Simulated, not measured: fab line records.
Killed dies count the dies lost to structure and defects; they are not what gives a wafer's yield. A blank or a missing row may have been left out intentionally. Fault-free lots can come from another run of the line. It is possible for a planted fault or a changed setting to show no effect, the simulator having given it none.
fab line records -- flow rit-cmos
record lots=14, wafers=42, last-day=8
route steps=202 shown NRETRO@62 PLDD@123 SPACER@129 M1@196
lots untouched by any fault: they come from a run of this same line in which no faults occurred
start-h: the number of hours between the record's first day and the start of the first shown wafer of the lot -- wait-h: hours from the lot's prior step to this one -- " repeats the value in the row above -- L1.1+2: one row covering several wafers at once -- - value missing, or start not given -- * or withheld: withheld -- < > ~ a bound
route shown NAME@n: names a module that has steps shown in the file, with the first one's number in the route -- usual: the fault-free wafers' mean and standard deviation -- same: alike in all rows -- chamber/n: place in a boat -- sites: per-site readings -- _std_site: the values' standard deviation -- _edge_site: outer sites' mean less inner sites' -- radius-mm: for every site, how far away it sits from the centre of the wafer -- mask NAME#n: copy n -- behind: the last tool/chamber to shape the wafer -- hold: cause of the lot's hold/its duration in hours/its outcome -- device: the transistor (n, p or np) that didn't switch -- end of line: tests run on the same wafers once the route is complete -- a step given without rows: its recipe and nothing more -- killed: at the first sort, the dies lost to defects and structure; wafer yield is something else -- map: dies across one wafer; x = killed, . = not, _ = none there
set.NAME: the setting the step ran with; set.NAME@STEP: the setting that earlier step ran with -- model.NAME: the simulator's own value behind a step, which no gauge read
the route's steps for a sample of lots (tables are steps, rows are wafers)
services: when a tool's chamber went out of use (start-h, in hours from the record's first day, below 0 if earlier), for how many hours, and the reason
## steps
# step RIT_NRETRO_STRIP_09
# recipe chemistry=O2, time-s=180, resist=NOVOLAK, platen-temp-c=withheld, power-w=500, pressure-mtorr=4000, o2-flow-sccm=4000
# usual drypump-motor-current-A=5.7/0.52
lot.wafer,tool,chamber,start-h,wait-h,drypump-motor-current-A,rf-hours-counter-h
L692.1,plasma-asher-01,0,40.86,0.1,6.6,39
L692.2,plasma-asher-01,1,40.86,0.1,5.0,39
L692.5,plasma-asher-01,0,40.86,0.1,6.6,-
L693.2,plasma-asher-01,0,46.31,0.1,6.6,39
L693.3,plasma-asher-01,1,46.31,0.1,5.0,-
L693.5,plasma-asher-01,1,46.31,0.1,5.0,-
L695.1,plasma-asher-04,1,56.73,0.1,5.7,40
L695.4,plasma-asher-04,0,56.73,0.1,6.0,-
L695.6,plasma-asher-04,0,56.73,0.1,6.0,-
L697.2,plasma-asher-03,0,66.02,0.1,5.3,43
L697.4,plasma-asher-03,0,66.02,0.1,5.3,-
L697.6,plasma-asher-03,1,66.02,0.1,5.6,-
L698.2,plasma-asher-04,0,70.94,0.1,6.0,41
L698.3,plasma-asher-04,0,70.94,0.1,6.0,-
L698.6,plasma-asher-04,1,70.94,0.1,5.7,-
L699.1,plasma-asher-04,1,75.90,0.1,5.7,42
L699.5,plasma-asher-04,0,75.90,0.1,6.0,-
L699.6,plasma-asher-04,1,75.90,0.1,5.7,-
L700.1,plasma-asher-04,1,81.98,0.1,5.7,43
L700.4,plasma-asher-04,0,81.98,0.1,6.0,-
L700.5,plasma-asher-04,1,81.98,0.1,5.7,-
L701.1,plasma-asher-03,0,86.50,0.1,5.3,46
L701.3,plasma-asher-03,1,86.50,0.1,5.6,-
L701.6,plasma-asher-03,0,86.50,0.1,5.3,-
L702.1,plasma-asher-01,0,92.46,0.1,6.6,43
L702.2,plasma-asher-01,1,92.46,0.1,5.0,43
L702.6,plasma-asher-01,1,92.46,0.1,5.0,-
L704.1,plasma-asher-01,0,100.15,0.1,6.6,44
L704.4,plasma-asher-01,1,100.15,0.1,5.0,-
L704.6,plasma-asher-01,0,100.15,0.1,6.6,-
L709.2,plasma-asher-03,0,129.37,0.1,5.3,51
L709.4,plasma-asher-03,0,129.37,0.1,5.3,-
L709.6,plasma-asher-03,0,129.37,0.1,5.3,-
L710.3,plasma-asher-01,1,134.11,0.1,5.0,-
L710.4,plasma-asher-01,0,134.11,0.1,6.6,-
L710.5,plasma-asher-01,0,134.11,0.1,6.6,-
L711.2,plasma-asher-01,0,135.76,0.1,6.6,1
L711.3,plasma-asher-01,0,135.76,0.1,6.6,-
L711.4,plasma-asher-01,1,135.76,0.1,5.0,-
L713.1,plasma-asher-03,1,149.45,0.1,5.6,52
L713.4,plasma-asher-03,0,149.45,0.1,5.3,-
L713.6,plasma-asher-03,1,149.45,0.1,5.6,-
# step RIT_PLDD_STRIP_09
# recipe chemistry=O2, time-s=180, resist=NOVOLAK, platen-temp-c=withheld, power-w=500, pressure-mtorr=4000, o2-flow-sccm=4000
# usual drypump-motor-current-A=5.7/0.49
lot.wafer,tool,chamber,start-h,wait-h,drypump-motor-current-A,rf-hours-counter-h
L692.1,plasma-asher-03,0,55.08,0.1,5.3,42
L692.2,plasma-asher-03,1,55.08,0.1,5.6,42
L692.5,plasma-asher-03,0,55.08,0.1,5.3,-
L693.2,plasma-asher-01,1,59.25,0.1,5.0,41
L693.3,plasma-asher-01,1,59.25,0.1,5.0,-
L693.5,plasma-asher-01,1,59.25,0.1,5.0,-
L695.1,plasma-asher-03,0,69.93,0.1,5.2,44
L695.4,plasma-asher-03,1,69.93,0.1,5.6,-
L695.6,plasma-asher-03,1,69.93,0.1,5.6,-
L697.2,plasma-asher-03,1,79.82,0.1,5.6,45
L697.4,plasma-asher-03,1,79.82,0.1,5.6,-
L697.6,plasma-asher-03,1,79.82,0.1,5.6,-
L698.2,plasma-asher-04,1,87.52,0.1,5.7,44
L698.3,plasma-asher-04,1,87.52,0.1,5.7,-
L698.6,plasma-asher-04,0,87.52,0.1,6.0,-
L699.1,plasma-asher-03,1,92.43,0.1,5.6,46
L699.5,plasma-asher-03,1,92.43,0.1,5.6,-
L699.6,plasma-asher-03,0,92.43,0.1,5.3,-
L700.1,plasma-asher-04,1,95.62,0.1,5.7,45
L700.4,plasma-asher-04,0,95.62,0.1,6.0,-
L700.5,plasma-asher-04,0,95.62,0.1,6.0,-
L701.1,plasma-asher-01,1,102.81,0.1,5.0,44
L701.3,plasma-asher-01,1,102.81,0.1,5.0,-
L701.6,plasma-asher-01,1,102.81,0.1,5.0,-
L702.1,plasma-asher-03,0,110.10,0.1,5.3,48
L702.2,plasma-asher-03,1,110.10,0.1,5.6,48
L702.6,plasma-asher-03,0,110.10,0.1,5.3,-
L704.1,plasma-asher-04,0,114.54,0.1,6.0,47
L704.4,plasma-asher-04,0,114.54,0.1,6.1,-
L704.6,plasma-asher-04,1,114.54,0.1,5.7,-
L709.2,plasma-asher-01,1,147.31,0.1,5.0,2
L709.4,plasma-asher-01,0,147.31,0.1,6.6,-
L709.6,plasma-asher-01,0,147.31,0.1,6.6,-
L710.3,plasma-asher-01,0,153.31,0.1,6.6,-
L710.4,plasma-asher-01,1,153.31,0.1,5.0,-
L710.5,plasma-asher-01,1,153.31,0.1,5.0,-
L711.2,plasma-asher-04,0,153.62,0.1,6.0,51
L711.3,plasma-asher-04,1,153.62,0.1,5.7,-
L711.4,plasma-asher-04,0,153.62,0.1,6.0,-
L713.1,plasma-asher-04,1,174.96,0.1,5.7,53
L713.4,plasma-asher-04,1,174.96,0.1,5.7,-
L713.6,plasma-asher-04,0,174.96,0.1,6.0,-
# step RIT_SPACER_THK_MEAS_04
# recipe reads=Si3N4_of_SPACER_CVD_03
# usual SPACER_NITRIDE_THK=250.9/2.9
lot.wafer,tool,chamber,start-h,wait-h,SPACER_NITRIDE_THK[nm]
L692.1,film-metro-02,-,57.64,0.0,259.1
L692.2,film-metro-02,-,57.64,0.0,259.2
L692.5,film-metro-02,-,57.64,0.0,257.8
L693.2,film-metro-01,-,61.78,0.0,250.6
L693.3,film-metro-01,-,61.78,0.0,253.2
L693.5,film-metro-01,-,61.78,0.0,252.7
L695.1,film-metro-03,-,72.95,0.0,251.6
L695.4,film-metro-03,-,72.95,0.0,252.6
L695.6,film-metro-03,-,72.95,0.0,250.0
L697.2,film-metro-03,-,82.35,0.0,253.4
L697.4,film-metro-03,-,82.35,0.0,254.0
L697.6,film-metro-03,-,82.35,0.0,252.2
L698.2,film-metro-03,-,90.05,0.0,251.6
L698.3,film-metro-03,-,90.05,0.0,252.1
L698.6,film-metro-03,-,90.05,0.0,251.9
L699.1,film-metro-01,-,96.39,0.0,250.9
L699.5,film-metro-01,-,96.39,0.0,250.8
L699.6,film-metro-01,-,96.39,0.0,249.9
L700.1,film-metro-02,-,98.14,0.0,246.3
L700.4,film-metro-02,-,98.14,0.0,246.6
L700.5,film-metro-02,-,98.14,0.0,245.9
L701.1,film-metro-02,-,105.33,0.0,245.7
L701.3,film-metro-02,-,105.33,0.0,247.9
L701.6,film-metro-02,-,105.33,0.0,246.1
L702.1,film-metro-02,-,112.65,0.0,253.8
L702.2,film-metro-02,-,112.65,0.0,252.5
L702.6,film-metro-02,-,112.65,0.0,251.6
L704.1,film-metro-01,-,117.06,0.0,251.4
L704.4,film-metro-01,-,117.06,0.0,251.7
L704.6,film-metro-01,-,117.06,0.0,251.2
L709.2,film-metro-02,-,149.87,0.0,247.5
L709.4,film-metro-02,-,149.87,0.0,247.8
L709.6,film-metro-02,-,149.87,0.0,248.7
L710.3,film-metro-03,-,155.79,0.0,255.3
L710.4,film-metro-03,-,155.79,0.0,254.7
L710.5,film-metro-03,-,155.79,0.0,253.7
L711.2,film-metro-03,-,157.35,0.0,251.1
L711.3,film-metro-03,-,157.35,0.0,249.1
L711.4,film-metro-03,-,157.35,0.0,251.3
L713.1,film-metro-03,-,177.48,0.0,252.2
L713.4,film-metro-03,-,177.48,0.0,254.0
L713.6,film-metro-03,-,177.48,0.0,252.3
# step RIT_M1_METAL_ETCH_12
# recipe stop-on=SiO2, chemistry=Cl2/BCl3, target=Al, time-s=165, over-etch-frac=0.5, pressure-mtorr=100, target-depth-a=6000, rf-w=250, Cl2_flow_sccm=60, bcl3-flow-sccm=50
# usual bcl3-flow-sccm=49.99/0.12, drypump-motor-current-A=5.7/0.44, oes-product-au=0.769/0.011, run-length-s=193.5/0.41, throttle-valve-pct=8.24/0.11
lot.wafer,tool,chamber,start-h,wait-h,bcl3-flow-sccm,drypump-motor-current-A,oes-product-au,rf-hours-counter-h,run-length-s,throttle-valve-pct
L692.1,rie-metal-04,1,66.41,0.2,49.91,5.5,0.773,37,193.3,8.29
L692.2,rie-metal-04,0,66.41,0.2,49.93,5.7,0.770,37,193.1,8.30
L692.5,rie-metal-04,0,66.41,0.2,49.81,5.7,0.763,-,193.8,8.30
L693.2,rie-metal-03,0,70.68,0.2,50.15,5.4,0.758,3,194.7,8.38
L693.3,rie-metal-03,0,70.68,0.2,49.86,5.3,0.766,-,193.8,8.36
L693.5,rie-metal-03,0,70.68,0.2,50.26,5.4,0.763,-,194.7,8.37
L695.1,rie-metal-04,1,81.54,0.2,49.82,5.5,0.779,37,193.6,8.26
L695.4,rie-metal-04,0,81.54,0.2,49.88,5.7,0.787,-,193.0,8.31
L695.6,rie-metal-04,1,81.54,0.2,49.94,5.5,0.787,-,193.3,8.29
L697.2,rie-metal-01,1,91.58,0.2,50.14,6.6,0.762,1,193.6,8.16
L697.4,rie-metal-01,1,91.58,0.2,49.84,6.7,0.762,-,193.6,8.17
L697.6,rie-metal-01,1,91.58,0.2,50.02,6.6,0.765,-,193.4,8.15
L698.2,rie-metal-04,1,99.12,0.2,49.94,5.5,0.792,37,193.2,8.29
L698.3,rie-metal-04,0,99.12,0.2,50.15,5.7,0.782,-,193.1,8.30
L698.6,rie-metal-04,0,99.12,0.2,50.08,5.7,0.784,-,193.3,8.29
L699.1,rie-metal-03,0,104.85,0.2,49.96,5.3,0.770,3,194.1,8.37
L699.5,rie-metal-03,0,104.85,0.2,50.03,5.4,0.762,-,193.8,8.36
L699.6,rie-metal-03,1,104.85,0.2,49.97,5.5,0.763,-,193.5,8.24
L700.1,rie-metal-01,1,106.87,0.2,50.13,6.7,0.763,1,194.0,8.13
L700.4,rie-metal-01,0,106.87,0.2,49.95,5.8,0.768,-,193.2,8.04
L700.5,rie-metal-01,1,106.87,0.2,50.09,6.6,0.763,-,193.7,8.13
L701.1,rie-metal-04,0,114.09,0.2,49.91,5.7,0.779,37,193.1,8.29
L701.3,rie-metal-04,0,114.09,0.2,50.04,5.7,0.784,-,193.4,8.30
L701.6,rie-metal-04,1,114.09,0.2,49.97,5.5,0.795,-,193.2,8.28
L702.1,rie-metal-03,0,121.18,0.2,49.80,5.3,0.766,3,194.1,8.37
L702.2,rie-metal-03,1,121.18,0.2,50.20,5.5,0.776,3,193.1,8.26
L702.6,rie-metal-03,1,121.18,0.2,50.01,5.5,0.779,-,192.8,8.25
L704.1,rie-metal-04,1,126.26,0.2,49.92,5.5,0.774,37,193.5,8.29
L704.4,rie-metal-04,1,126.26,0.2,50.17,5.5,0.783,-,193.4,8.28
L704.6,rie-metal-04,0,126.26,0.2,50.01,5.7,0.853,-,181.3,8.30
L709.2,rie-metal-04,1,158.88,0.2,50.01,5.5,0.768,0,193.1,8.29
L709.4,rie-metal-04,1,158.88,0.2,49.94,5.5,0.766,-,193.3,8.30
L709.6,rie-metal-04,0,158.88,0.2,50.12,5.7,0.851,-,181.8,8.29
L710.3,rie-metal-03,0,164.48,0.2,50.01,5.4,0.755,-,193.9,8.36
L710.4,rie-metal-03,0,164.48,0.2,50.13,5.3,0.751,-,194.0,8.36
L710.5,rie-metal-03,0,164.48,0.2,50.06,5.3,0.753,-,193.8,8.36
L711.2,rie-metal-01,1,165.84,0.2,49.91,6.7,0.759,2,193.4,8.16
L711.3,rie-metal-01,1,165.84,0.2,49.95,6.7,0.761,-,193.7,8.14
L711.4,rie-metal-01,0,165.84,0.2,50.15,5.8,0.754,-,193.2,8.05
L713.1,rie-metal-03,1,186.44,0.2,50.01,5.4,0.785,4,193.4,8.25
L713.4,rie-metal-03,1,186.44,0.2,50.05,5.4,0.776,-,193.2,8.26
L713.6,rie-metal-03,1,186.44,0.2,50.08,5.4,0.785,-,192.9,8.26
# step RIT_M1_PROBE_99
# usual defect-limited-yield=97.4/1.1, killed-at-contacts=0.1/0.24, killed-at-front-end=6.7/2.9, killed-dies=6.8/2.9, killed-on-rim=1.8/1.4, killed-open=3.5/2, killed-short=3.2/1.9, sort_bin_3_pad_short=0.1/0.22, sort_bin_5_function=1.4/0.82, sort_bin_6_memory=1.0/0.64, sort-n-pass=257.2/2.9, sort-yield-pct=97.4/1.1
# same gross-dies=264, killed_at_M0_to_M3=0, killed_at_M4_up=0, killed-at-back-side=0, killed-at-other=0
lot.wafer,tool,chamber,start-h,wait-h,defect-limited-yield[%],killed-at-contacts,killed-at-front-end,killed-dies,killed-on-rim,killed-open,killed-short,sort_bin_3_pad_short[%],sort_bin_5_function[%],sort_bin_6_memory[%],sort-n-pass,sort-yield-pct[%]
L692.1,prober-01,-,68.66,0.1,97.3,0,7,7,0,3,3,0,1.9,0.8,257.0,97.3
L692.2,prober-01,-,68.71,0.1,98.9,0,3,3,1,1,2,0,0.8,0.4,261.0,98.9
L692.5,prober-01,-,68.86,0.2,96.6,1,8,9,2,4,5,0.8,1.9,0.8,255.0,96.6
L693.2,prober-02,-,73.16,0.1,95.8,0,11,11,1,5,6,0,3.0,1.1,253.0,95.8
L693.3,prober-02,-,73.21,0.2,98.9,0,3,3,0,2,1,0.4,0.8,0,261.0,98.9
L693.5,prober-02,-,73.31,0.2,95.8,0,11,11,3,8,3,0,3.8,0.4,253.0,95.8
L695.1,prober-02,-,83.79,0.1,97.7,0,6,6,2,3,3,0,1.1,1.1,258.0,97.7
L695.4,prober-02,-,83.94,0.2,96.2,0,10,10,3,7,3,0,1.9,1.9,254.0,96.2
L695.6,prober-02,-,84.04,0.2,95.8,0,11,11,1,8,3,0.4,2.3,1.5,253.0,95.8
L697.2,prober-02,-,93.88,0.1,95.8,0,11,11,4,8,3,0,2.3,1.9,253.0,95.8
L697.4,prober-02,-,93.98,0.2,96.6,0,9,9,3,4,5,0.4,1.1,1.9,255.0,96.6
L697.6,prober-02,-,94.08,0.2,96.2,0,10,10,2,7,3,0,2.3,1.5,254.0,96.2
L698.2,prober-02,-,101.42,0.1,99.6,0,1,1,1,1,0,0,0,0.4,263.0,99.6
L698.3,prober-02,-,101.47,0.2,97.7,0,6,6,2,6,0,0,0.8,1.5,258.0,97.7
L698.6,prober-02,-,101.62,0.2,98.1,0,5,5,1,3,2,0,0.4,1.5,259.0,98.1
L699.1,prober-02,-,107.10,0.1,96.2,0,10,10,3,2,8,0.8,2.3,0.8,254.0,96.2
L699.5,prober-02,-,107.30,0.2,95.8,0,11,11,3,9,2,0,3.4,0.8,253.0,95.8
L699.6,prober-02,-,107.35,0.2,95.8,0,11,11,5,5,6,0,2.3,1.9,253.0,95.8
L700.1,prober-01,-,109.12,0.1,96.2,0,10,10,2,6,4,0.4,2.7,0.8,254.0,96.2
L700.4,prober-01,-,109.27,0.2,95.8,0,11,11,2,4,7,0.4,1.1,2.7,253.0,95.8
L700.5,prober-01,-,109.32,0.2,97.7,0,6,6,4,2,4,0,1.5,0.8,258.0,97.7
L701.1,prober-02,-,116.36,0.1,96.2,0,10,10,2,7,3,0,2.3,1.5,254.0,96.2
L701.3,prober-02,-,116.46,0.2,95.5,0,12,12,1,6,6,0.8,3.0,0.8,252.0,95.5
L701.6,prober-02,-,116.61,0.2,95.5,0,12,12,1,6,6,0.4,1.9,2.3,252.0,95.5
L702.1,prober-01,-,123.43,0.1,99.2,0,2,2,0,1,1,0,0.4,0.4,262.0,99.2
L702.2,prober-01,-,123.48,0.1,97.7,0,6,6,1,2,4,0,1.1,1.1,258.0,97.7
L702.6,prober-01,-,123.68,0.2,97.0,0,8,8,3,6,2,0.4,0.8,1.9,256.0,97.0
L704.1,prober-01,-,128.52,0.1,98.1,0,5,5,4,3,2,0,1.5,0.4,259.0,98.1
L704.4,prober-01,-,128.67,0.2,97.7,0,6,6,1,2,4,0,1.9,0.4,258.0,97.7
L704.6,prober-01,-,128.77,0.2,98.9,0,3,3,2,0,3,0.4,0.4,0.4,261.0,98.9
L709.2,prober-02,-,161.18,0.1,97.7,0,6,6,2,4,2,0,1.1,1.1,258.0,97.7
L709.4,prober-02,-,161.28,0.2,99.2,0,2,2,0,0,2,0,0.4,0.4,262.0,99.2
L709.6,prober-02,-,161.38,0.2,97.3,0,7,7,1,4,3,0.8,1.5,0.4,257.0,97.3
L710.3,prober-01,-,166.88,0.2,97.0,0,8,8,3,5,3,0,1.1,1.9,256.0,97.0
L710.4,prober-01,-,166.93,0.2,98.5,0,4,4,1,3,1,0,1.1,0.4,260.0,98.5
L710.5,prober-01,-,166.98,0.2,98.1,0,5,5,3,1,3,0,1.5,0.4,259.0,98.1
L711.2,prober-02,-,168.33,0.1,96.2,0,10,10,4,4,5,0.8,1.9,1.1,254.0,96.2
L711.3,prober-02,-,168.38,0.2,97.3,0,7,7,4,2,5,0,1.5,1.1,257.0,97.3
L711.4,prober-02,-,168.43,0.2,97.0,0,8,8,2,5,3,0.4,1.5,1.1,256.0,97.0
L713.1,prober-02,-,188.69,0.1,98.1,0,5,5,1,3,2,0.4,1.5,0,259.0,98.1
L713.4,prober-02,-,188.84,0.2,97.7,0,6,6,2,5,1,0,2.3,0,258.0,97.7
L713.6,prober-02,-,188.94,0.2,96.6,0,9,9,2,4,5,0,2.3,1.1,255.0,96.6
# killed by level:class
L692.1 GATE:geometric-particle:open=2 GATE:geometric-particle:short=2 FOX2:geometric-particle:short=1 FOX2:geometric-particle:open=1 PWELL:coat-microbubble-printed=1
L692.2 GATE:geometric-particle:short=2 REOX:geometric-particle:open=1
L692.5 SPACER:geometric-particle:short=3 SPACER:geometric-particle:open=2 FOX1:geometric-particle:open=1 GATE:geometric-particle:short=1 REOX:geometric-particle:short=1 CONTACT:geometric-particle:open=1
L693.2 FOX1:geometric-particle:short=2 GATE:geometric-particle:short=2 SILICIDE:geometric-particle:open=2 FOX2:geometric-particle:open=1 FOX2:geometric-particle:short=1 GATE:geometric-particle:open=1 REOX:geometric-particle:short=1 REOX:geometric-particle:open=1
L693.3 FOX2:geometric-particle:open=1 GATE:geometric-particle:short=1 GATE:geometric-particle:open=1
L693.5 FOX1:geometric-particle:open=5 REOX:geometric-particle:open=2 FOX1:geometric-particle:short=1 GATE:geometric-particle:open=1 GATE:geometric-particle:short=1 REOX:geometric-particle:short=1
L695.1 FOX2:geometric-particle:open=2 GATE:geometric-particle:short=2 FOX1:geometric-particle:open=1 SILICIDE:geometric-particle:short=1
L695.4 GATE:geometric-particle:open=2 SPACER:geometric-particle:open=2 SILICIDE:geometric-particle:open=2 FOX1:geometric-particle:short=1 FOX2:geometric-particle:short=1 GATE:geometric-particle:short=1 REOX:geometric-particle:open=1
L695.6 GATE:geometric-particle:open=4 GATE:geometric-particle:short=3 SPACER:geometric-particle:open=2 REOX:geometric-particle:open=1 SILICIDE:geometric-particle:open=1
L697.2 SILICIDE:geometric-particle:open=4 SPACER:geometric-particle:open=2 FOX2:geometric-particle:short=1 GATE:geometric-particle:short=1 GATE:geometric-particle:open=1 REOX:geometric-particle:open=1 SPACER:geometric-particle:short=1
L697.4 GATE:geometric-particle:short=3 FOX2:geometric-particle:open=1 FOX2:geometric-particle:short=1 REOX:geometric-particle:open=1 SPACER:geometric-particle:open=1 SPACER:geometric-particle:short=1 SILICIDE:geometric-particle:open=1
L697.6 GATE:geometric-particle:open=2 SPACER:geometric-particle:open=2 SILICIDE:geometric-particle:open=2 FOX2:geometric-particle:short=1 REOX:geometric-particle:open=1 REOX:geometric-particle:short=1 SPACER:geometric-particle:short=1
L698.2 FOX2:geometric-particle:open=1
L698.3 FOX2:geometric-particle:open=3 SPACER:geometric-particle:open=2 GATE:geometric-particle:open=1
L698.6 SPACER:geometric-particle:open=2 GATE:geometric-particle:short=1 GATE:geometric-particle:open=1 SILICIDE:geometric-particle:short=1
L699.1 SPACER:geometric-particle:short=3 FOX1:geometric-particle:short=2 SILICIDE:geometric-particle:short=2 FOX1:geometric-particle:open=1 FOX2:geometric-particle:short=1 REOX:geometric-particle:open=1
L699.5 FOX1:geometric-particle:open=5 FOX2:geometric-particle:open=2 FOX1:geometric-particle:short=1 GATE:geometric-particle:open=1 GATE:geometric-particle:short=1 SILICIDE:geometric-particle:open=1
L699.6 FOX1:geometric-particle:short=2 GATE:geometric-particle:short=2 SILICIDE:geometric-particle:short=2 FOX1:geometric-particle:open=1 FOX2:geometric-particle:open=1 GATE:geometric-particle:open=1 SPACER:geometric-particle:open=1 SILICIDE:geometric-particle:open=1
L700.1 GATE:geometric-particle:open=3 GATE:geometric-particle:short=2 REOX:geometric-particle:open=2 FOX1:geometric-particle:short=1 FOX1:geometric-particle:open=1 SPACER:geometric-particle:short=1
L700.4 GATE:geometric-particle:short=4 SILICIDE:geometric-particle:short=2 FOX2:geometric-particle:open=1 GATE:geometric-particle:open=1 REOX:geometric-particle:short=1 SPACER:geometric-particle:open=1 SILICIDE:geometric-particle:open=1
L700.5 GATE:geometric-particle:short=2 FOX1:geometric-particle:open=1 GATE:geometric-particle:open=1 SPACER:geometric-particle:short=1 SILICIDE:geometric-particle:short=1
L701.1 FOX1:geometric-particle:open=3 GATE:geometric-particle:short=2 GATE:geometric-particle:open=2 FOX1:geometric-particle:short=1 REOX:geometric-particle:open=1 SPACER:geometric-particle:open=1
L701.3 GATE:geometric-particle:short=3 FOX1:geometric-particle:open=2 GATE:geometric-particle:open=2 SILICIDE:geometric-particle:short=2 FOX2:geometric-particle:short=1 REOX:geometric-particle:open=1 SILICIDE:geometric-particle:open=1
L701.6 FOX2:geometric-particle:open=3 GATE:geometric-particle:short=2 REOX:geometric-particle:short=2 FOX1:geometric-particle:open=1 FOX2:geometric-particle:short=1 GATE:geometric-particle:open=1 REOX:geometric-particle:open=1 SILICIDE:geometric-particle:short=1
L702.1 REOX:geometric-particle:open=1 REOX:geometric-particle:short=1
L702.2 FOX1:geometric-particle:open=1 FOX2:geometric-particle:short=1 GATE:geometric-particle:short=1 REOX:geometric-particle:short=1 REOX:geometric-particle:open=1 SILICIDE:geometric-particle:short=1
L702.6 GATE:geometric-particle:open=3 GATE:geometric-particle:short=2 FOX1:geometric-particle:open=1 FOX2:geometric-particle:open=1 SILICIDE:geometric-particle:open=1
L704.1 SPACER:geometric-particle:open=3 GATE:geometric-particle:short=2
L704.4 FOX2:geometric-particle:short=1 FOX2:geometric-particle:open=1 REOX:geometric-particle:open=1 REOX:geometric-particle:short=1 SPACER:geometric-particle:short=1 SILICIDE:geometric-particle:short=1
L704.6 REOX:geometric-particle:short=2 GATE:geometric-particle:short=1
L709.2 GATE:geometric-particle:open=3 GATE:geometric-particle:short=1 REOX:geometric-particle:short=1 REOX:geometric-particle:open=1
L709.4 GATE:geometric-particle:short=1 SPACER:geometric-particle:short=1
L709.6 GATE:geometric-particle:open=3 GATE:geometric-particle:short=1 REOX:geometric-particle:short=1 SILICIDE:geometric-particle:short=1 SILICIDE:geometric-particle:open=1
L710.3 REOX:geometric-particle:open=2 SPACER:geometric-particle:open=2 SPACER:geometric-particle:short=2 GATE:geometric-particle:open=1 REOX:geometric-particle:short=1
L710.4 FOX1:geometric-particle:open=1 GATE:geometric-particle:open=1 GATE:geometric-particle:short=1 SILICIDE:geometric-particle:open=1
L710.5 FOX1:geometric-particle:short=2 GATE:geometric-particle:open=1 SILICIDE:geometric-particle:short=1 PLDD:coat-microbubble-printed=1
L711.2 SILICIDE:geometric-particle:short=3 SPACER:geometric-particle:open=2 FOX1:geometric-particle:open=1 GATE:geometric-particle:short=1 SPACER:geometric-particle:short=1 SILICIDE:geometric-particle:open=1 PLDD:coat-microbubble-printed=1
L711.3 SILICIDE:geometric-particle:short=3 REOX:geometric-particle:short=2 GATE:geometric-particle:open=1 SILICIDE:geometric-particle:open=1
L711.4 SPACER:geometric-particle:open=3 FOX1:geometric-particle:open=1 GATE:geometric-particle:short=1 FOX2:geometric-particle:short=1 REOX:geometric-particle:open=1 SILICIDE:geometric-particle:short=1
L713.1 FOX1:geometric-particle:open=2 FOX2:geometric-particle:open=1 FOX2:geometric-particle:short=1 GATE:geometric-particle:short=1
L713.4 GATE:geometric-particle:open=2 FOX2:geometric-particle:open=1 FOX2:geometric-particle:short=1 REOX:geometric-particle:open=1 SILICIDE:geometric-particle:open=1
L713.6 SPACER:geometric-particle:open=2 FOX1:geometric-particle:open=1 FOX1:geometric-particle:short=1 FOX2:geometric-particle:short=1 GATE:geometric-particle:short=1 GATE:geometric-particle:open=1 REOX:geometric-particle:short=1 SILICIDE:geometric-particle:short=1
## services
tool,chamber,start-h,hours,kind
plasma-asher-01,-,65.01,13.4,repair
plasma-asher-01,-,108.75,9.0,pm
plasma-asher-01,0,108.75,9.0,vent-cycle
plasma-asher-01,1,108.75,9.0,vent-cycle
rie-metal-04,-,114.25,2.8,pm
plasma-asher-01,0,117.75,-,clean
plasma-asher-01,1,117.75,-,clean
plasma-asher-01,-,119.94,4.3,repair
rie-metal-04,1,134.47,6.9,repair
rie-metal-04,-,136.12,20.0,pm
rie-metal-04,0,136.12,20.0,vent-cycle
rie-metal-04,1,136.12,20.0,vent-cycle
rie-metal-04,0,156.12,-,clean
rie-metal-04,1,156.12,-,clean
rie-metal-03,1,164.29,8.9,repair
## key
first-sign step=RIT_M1_METAL_ETCH_12, reading=run-length-s, direction=down, sigmas=29, usual=*, struck=*
effect step=RIT_M1_METAL_ETCH_12, reading=oes-product-au, direction=up, sigmas=7.7, usual=0.769, struck=0.852
met-at RIT_M1_METAL_ETCH_12
struck-lots L704,L709
struck-wafers L704.6,L709.6
not-acting-at RIT_NRETRO_STRIP_09,RIT_PLDD_STRIP_09,RIT_SPACER_THK_MEAS_04
onset-between 114.09 126.26
fault kind=process-parameter-drift, tool=rie-metal-04, chamber=0, onset-h=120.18, steps=RIT_M1_METAL_ETCH_12, channel=time-s, offset=*, shape=step, end-h=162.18, stated=*
